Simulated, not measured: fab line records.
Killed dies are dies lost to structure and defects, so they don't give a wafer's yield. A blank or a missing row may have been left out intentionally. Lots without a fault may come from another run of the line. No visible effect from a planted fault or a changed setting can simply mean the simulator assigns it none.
Which tool is to blame? :: flow berkeley_cmos170 :: 14 lots with 42 wafers sampled at 4 steps, on a route of 331 steps

## WHAT EACH GAUGE READ, for each wafer
UCB170_ACTIVE_THK_MEAS_03. Usual: ACTIVE_OXIDE_THK gives 26.4 nm (standard deviation 0.4).
lot: L282
measured: day 3 15:29
on: film_metro-03
ACTIVE_OXIDE_THK (nm): 26.1 26.5 26.6
flag: 

lot: L283
measured: day 3 15:29
on: film_metro-02
ACTIVE_OXIDE_THK (nm): 26.8 26.4 26.5
flag: 

lot: L284
measured: day 4 04:58
on: film_metro-03
ACTIVE_OXIDE_THK (nm): 26.4 26.6 26.5
flag: 

lot: L285
measured: day 4 12:04
on: film_metro-03
ACTIVE_OXIDE_THK (nm): 25.9 25.9 25.8
flag: 

lot: L288
measured: day 5 05:17
on: film_metro-03
ACTIVE_OXIDE_THK (nm): 26.7 26.3 26.3
flag: 

lot: L289
measured: day 5 13:53
on: film_metro-01
ACTIVE_OXIDE_THK (nm): 26.7 26.6 26.5
flag: 

lot: L290
measured: day 5 16:53
on: film_metro-03
ACTIVE_OXIDE_THK (nm): 26.9 26.8 26.8
flag: 

lot: L291
measured: day 5 23:36
on: film_metro-01
ACTIVE_OXIDE_THK (nm): 27.0 26.9 26.5
flag: 

lot: L293
measured: day 6 05:11
on: film_metro-01
ACTIVE_OXIDE_THK (nm): 27.0 26.8 27.3
flag: 

lot: L294
measured: day 6 10:37
on: film_metro-02
ACTIVE_OXIDE_THK (nm): 25.9 26.0 26.1
flag: 

lot: L295
measured: day 6 10:37
on: film_metro-01
ACTIVE_OXIDE_THK (nm): 26.8 27.4 26.7
flag: 

lot: L300
measured: day 7 18:41
on: film_metro-03
ACTIVE_OXIDE_THK (nm): 27.0 27.0 27.0
flag: 

lot: L302
measured: day 8 09:22
on: film_metro-03
ACTIVE_OXIDE_THK (nm): 26.1 26.7 26.5
flag: 

lot: L304
measured: day 8 09:26
on: film_metro-03
ACTIVE_OXIDE_THK (nm): 27.0 26.3 26.6
flag: 

UCB170_PFIELD_OVL_MEAS_06. Usual: PFIELD_OVL gives 1 nm (standard deviation 4.2).
lot: L282
measured: day 4 04:39
on: overlay-01
PFIELD_OVL (nm): -2 0 0
flag: 

lot: L283
measured: day 4 04:37
on: overlay-02
PFIELD_OVL (nm): 13 5 7
flag: 

lot: L284
measured: day 4 14:44
on: overlay-02
PFIELD_OVL (nm): 6 -3 -2
flag: 

lot: L285
measured: day 4 20:22
on: overlay-01
PFIELD_OVL (nm): -1 2 3
flag: 

lot: L288
measured: day 5 14:21
on: overlay-01
PFIELD_OVL (nm): 8 0 4
flag: 

lot: L289
measured: day 6 00:02
on: overlay-02
PFIELD_OVL (nm): -5 2 0
flag: 

lot: L290
measured: day 6 00:18
on: overlay-01
PFIELD_OVL (nm): -8 -4 -2
flag: 

lot: L291
measured: day 6 09:45
on: overlay-01
PFIELD_OVL (nm): 3 2 4
flag: 

lot: L293
measured: day 6 15:16
on: overlay-02
PFIELD_OVL (nm): 1 -4 -2
flag: 

lot: L294
measured: day 6 20:45
on: overlay-02
PFIELD_OVL (nm): -2 -4 4
flag: 

lot: L295
measured: day 6 21:01
on: overlay-01
PFIELD_OVL (nm): 4 5 8
flag: 

lot: L300
measured: day 8 07:41
on: overlay-01
PFIELD_OVL (nm): 5 0 7
flag: 

lot: L302
measured: day 9 00:50
on: overlay-01
PFIELD_OVL (nm): -2 3 -6
flag: 

lot: L304
measured: day 9 00:50
on: overlay-02
PFIELD_OVL (nm): -1 3 -1
flag: 

UCB170_PLDD_OVL_MEAS_07. Usual: PLDD_OVL gives -2 nm (standard deviation 5.2).
lot: L282
measured: day 6 02:20
on: overlay-01
PLDD_OVL (nm): 3 4 6
flag: 

lot: L283
measured: day 6 02:37
on: overlay-02
PLDD_OVL (nm): -7 0 -7
flag: 

lot: L284
measured: day 6 12:59
on: overlay-02
PLDD_OVL (nm): -4 -4 -3
flag: 

lot: L285
measured: day 6 23:09
on: overlay-02
PLDD_OVL (nm): -3 3 2
flag: 

lot: L288
measured: day 7 17:32
on: overlay-01
PLDD_OVL (nm): 2 4 6
flag: 

lot: L289
measured: day 8 06:20
on: overlay-01
PLDD_OVL (nm): -6 -5 -15
flag: 

lot: L290
measured: day 8 01:24
on: overlay-01
PLDD_OVL (nm): 1 0 -4
flag: 

lot: L291
measured: day 8 07:04
on: overlay-02
PLDD_OVL (nm): 1 6 6
flag: 

lot: L293
measured: day 8 14:59
on: overlay-02
PLDD_OVL (nm): 7 7 4
flag: 

lot: L294
measured: day 8 22:28
on: overlay-02
PLDD_OVL (nm): -5 -7 1
flag: 

lot: L295
measured: day 8 22:03
on: overlay-02
PLDD_OVL (nm): -7 0 0
flag: 

lot: L300
measured: day 9 21:51
on: overlay-01
PLDD_OVL (nm): 2 -1 -7
flag: 

lot: L302
measured: day 10 14:38
on: overlay-01
PLDD_OVL (nm): -3 1 -1
flag: 

lot: L304
measured: day 10 14:07
on: overlay-01
PLDD_OVL (nm): -9 -6 -3
flag: 

## WHAT TOOL EACH LOT RAN ON (gives the tool, then ch and the chambers of the sampled wafers, and finally the start)
lot: L282
UCB170_PWELL_IMPLANT_15: implanter-02 ch 0, day 2 20:05

lot: L283
UCB170_PWELL_IMPLANT_15: implanter-04 ch 0, day 2 20:20

lot: L284
UCB170_PWELL_IMPLANT_15: implanter-02 ch 0, day 3 07:18

lot: L285
UCB170_PWELL_IMPLANT_15: implanter-03 ch 0, day 3 17:17

lot: L288
UCB170_PWELL_IMPLANT_15: implanter-02 ch 0, day 4 08:58

lot: L289
UCB170_PWELL_IMPLANT_15: implanter-03 ch 0, day 4 16:45

lot: L290
UCB170_PWELL_IMPLANT_15: implanter-03 ch 0, day 4 22:19

lot: L291
UCB170_PWELL_IMPLANT_15: implanter-04 ch 0, day 4 22:36

lot: L293
UCB170_PWELL_IMPLANT_15: implanter-03 ch 0, day 5 07:55

lot: L294
UCB170_PWELL_IMPLANT_15: implanter-03 ch 0, day 5 14:44

lot: L295
UCB170_PWELL_IMPLANT_15: implanter-04 ch 0, day 5 14:57

lot: L300
UCB170_PWELL_IMPLANT_15: implanter-04 ch 0, day 6 21:29

lot: L302
UCB170_PWELL_IMPLANT_15: implanter-04 ch 0, day 7 10:47

lot: L304
UCB170_PWELL_IMPLANT_15: implanter-03 ch 0, day 7 11:20
- UCB170_PWELL_IMPLANT_15

## WHAT THE TOOLS THEMSELVES READ (means of the sampled wafers that have a number; where no wafer has one, the mark that the record gives instead)
UCB170_PWELL_IMPLANT_15. Usual: dose_ions_cm2 5e+12, standard deviation 5.4e+09; end_station_pressure_torr 5.03e-06 Torr, standard deviation 2.7e-07; tilt_deg 7.001 degrees, standard deviation 0.022.
lot: L282
tool: implanter-02
dose_ions_cm2: 5e+12
end_station_pressure_torr (Torr): 4.89e-06
tilt_deg (degrees): 6.971
flag: 

lot: L283
tool: implanter-04
dose_ions_cm2: 5e+12
end_station_pressure_torr (Torr): 5.13e-06
tilt_deg (degrees): 6.984
flag: 

lot: L284
tool: implanter-02
dose_ions_cm2: 5e+12
end_station_pressure_torr (Torr): 5.11e-06
tilt_deg (degrees): 6.991
flag: 

lot: L285
tool: implanter-03
dose_ions_cm2: 5e+12
end_station_pressure_torr (Torr): 5.09e-06
tilt_deg (degrees): 6.976
flag: 

lot: L288
tool: implanter-02
dose_ions_cm2: 5e+12
end_station_pressure_torr (Torr): 5.20e-06
tilt_deg (degrees): 7.030
flag: 

lot: L289
tool: implanter-03
dose_ions_cm2: 5e+12
end_station_pressure_torr (Torr): 4.89e-06
tilt_deg (degrees): 7.010
flag: 

lot: L290
tool: implanter-03
dose_ions_cm2: 5e+12
end_station_pressure_torr (Torr): 5.11e-06
tilt_deg (degrees): 7.010
flag: 

lot: L291
tool: implanter-04
dose_ions_cm2: 5e+12
end_station_pressure_torr (Torr): 5.13e-06
tilt_deg (degrees): 7.006
flag: 

lot: L293
tool: implanter-03
dose_ions_cm2: 5e+12
end_station_pressure_torr (Torr): 4.96e-06
tilt_deg (degrees): 6.995
flag: 

lot: L294
tool: implanter-03
dose_ions_cm2: 5e+12
end_station_pressure_torr (Torr): 5.02e-06
tilt_deg (degrees): 6.986
flag: 

lot: L295
tool: implanter-04
dose_ions_cm2: 5e+12
end_station_pressure_torr (Torr): 4.85e-06
tilt_deg (degrees): 7.003
flag: 

lot: L300
tool: implanter-04
dose_ions_cm2: 5e+12
end_station_pressure_torr (Torr): 5.07e-06
tilt_deg (degrees): 7.003
flag: 

lot: L302
tool: implanter-04
dose_ions_cm2: 5e+12
end_station_pressure_torr (Torr): 5.16e-06
tilt_deg (degrees): 7.032
flag: 

lot: L304
tool: implanter-03
dose_ions_cm2: 5e+12
end_station_pressure_torr (Torr): 5.01e-06
tilt_deg (degrees): 6.994
flag: 

## THE ANSWER, worked out from the rows above alone
Rule: a lot counts as off when the mean over its wafers that have a number is more than 3 standard deviations away from the usual mean. A lot without any number at a reading at which 4 lots or more have one is off too. Where the step has rows for the other lots, those lots are counted as sound. Order of review: gauges by route order, followed by the tools' own readings, for which a lot's mean as printed above is used. The first step at which some lot is off is used, and at that step the reading that is off furthest; a lot without a number counts as furthest.
No lot is off on any of the readings shown, so nothing can be concluded from this.

## WHAT WAS PUT IN BY THE SIMULATOR
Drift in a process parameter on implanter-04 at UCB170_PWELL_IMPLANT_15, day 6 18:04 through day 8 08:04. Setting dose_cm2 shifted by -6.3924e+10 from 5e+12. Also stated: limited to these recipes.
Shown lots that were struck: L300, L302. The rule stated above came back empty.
